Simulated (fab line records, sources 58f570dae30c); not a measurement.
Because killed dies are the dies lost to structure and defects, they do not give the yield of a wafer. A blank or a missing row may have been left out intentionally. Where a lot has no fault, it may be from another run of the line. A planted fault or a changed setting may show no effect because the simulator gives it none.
Split-lot experiment | flow berkeleyCmos170 | route with 331 steps; 5 lots, 27 wafers read

== THE SPLIT ==
At UCB170_ACTIVE_OXIDATION_02 (target thk 26.4 nm, ox time 1260 s), the setting oxTimeS was moved away from the recipe's 1260 s on 18 of the 27 wafers read, by -36.5% to +18.8%. This setting was run at the recipe's value on the other wafers.

There is no step in the file separating the split from the reading.

== THE READING ==
ACTIVE_OXIDE_THK at UCB170_ACTIVE_THK_MEAS_03, in nm. On this fab line, fault-free wafers typically give 26.6 nm with a standard deviation of 0.52 nm.

wafer  | tool, chamber at the split | oxTimeS as run, s | against the recipe | ACTIVE_OXIDE_THK, nm | against lot-mates on the recipe
L077.1 | -, -                       | 1497              | +18.8%             | 29.0                 | no lot-mate on the recipe
L077.2 | -, -                       | 1497              | +18.8%             | 29.3                 | no lot-mate on the recipe
L077.3 | -, -                       | 1497              | +18.8%             | 29.0                 | no lot-mate on the recipe
L077.4 | -, -                       | 1497              | +18.8%             | 29.3                 | no lot-mate on the recipe
L077.5 | -, -                       | 1497              | +18.8%             | 29.2                 | no lot-mate on the recipe
L077.6 | -, -                       | 1497              | +18.8%             | 29.3                 | no lot-mate on the recipe
L078.1 | -, -                       | 899.8             | -28.6%             | 22.7                 | no lot-mate on the recipe
L078.2 | -, -                       | 899.8             | -28.6%             | 22.6                 | no lot-mate on the recipe
L078.3 | -, -                       | 899.8             | -28.6%             | 23.1                 | no lot-mate on the recipe
L078.4 | -, -                       | 899.8             | -28.6%             | 23.0                 | no lot-mate on the recipe
L078.5 | -, -                       | 899.8             | -28.6%             | 22.9                 | no lot-mate on the recipe
L078.6 | -, -                       | 899.8             | -28.6%             | 23.1                 | no lot-mate on the recipe
L080.1 | -, -                       | 1260              | recipe             | 25.9                 | -
L080.2 | -, -                       | 1260              | recipe             | 26.5                 | -
L080.3 | -, -                       | 1260              | recipe             | 26.4                 | -
L080.4 | -, -                       | 1260              | recipe             | 26.5                 | -
L080.5 | -, -                       | 1260              | recipe             | 26.4                 | -
L080.6 | -, -                       | 1260              | recipe             | 26.0                 | -
L081.2 | furnace-01, 0              | 1260              | recipe             | 26.9                 | -
L081.3 | furnace-01, 0              | 1260              | recipe             | 26.4                 | -
L081.5 | furnace-01, 0              | 1260              | recipe             | 26.9                 | -
L084.1 | -, -                       | 799.7             | -36.5%             | 20.4                 | no lot-mate on the recipe
L084.2 | -, -                       | 799.7             | -36.5%             | 20.0                 | no lot-mate on the recipe
L084.3 | -, -                       | 799.7             | -36.5%             | 20.2                 | no lot-mate on the recipe
L084.4 | -, -                       | 799.7             | -36.5%             | 19.9                 | no lot-mate on the recipe
L084.5 | -, -                       | 799.7             | -36.5%             | 20.4                 | no lot-mate on the recipe
L084.6 | -, -                       | 799.7             | -36.5%             | 20.0                 | no lot-mate on the recipe

FIT RESULTS
A straight line over all 27 wafers: ACTIVE_OXIDE_THK changes by +0.153 nm for each +1% of oxTimeS; r = +0.98; the points scatter about the line by 0.59 nm.
Too few moved wafers have a lot-mate on the recipe to fit a line with each lot's own level taken away.

== THE WHOLE CHAIN: every reading that the file lists as answering this split, in the file's order ==
step                       | what it does                       | reading                                                                            | change (the file's fit)               | r (the file's)
UCB170_ACTIVE_OXIDATION_02 | target thk 26.4 nm, ox time 1260 s | SiO2_of_ACTIVE_OXIDATION_02.thkNm (the simulator's own value, which no gauge read) | +0.153 nm for each +1% of the setting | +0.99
UCB170_ACTIVE_THK_MEAS_03  |                                    | ACTIVE_OXIDE_THK                                                                   | +0.153 for each +1% of the setting    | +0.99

== FILE'S OWN FIT ==
ACTIVE_OXIDE_THK changes by +0.153 nm for each +1% of oxTimeS, r = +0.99.
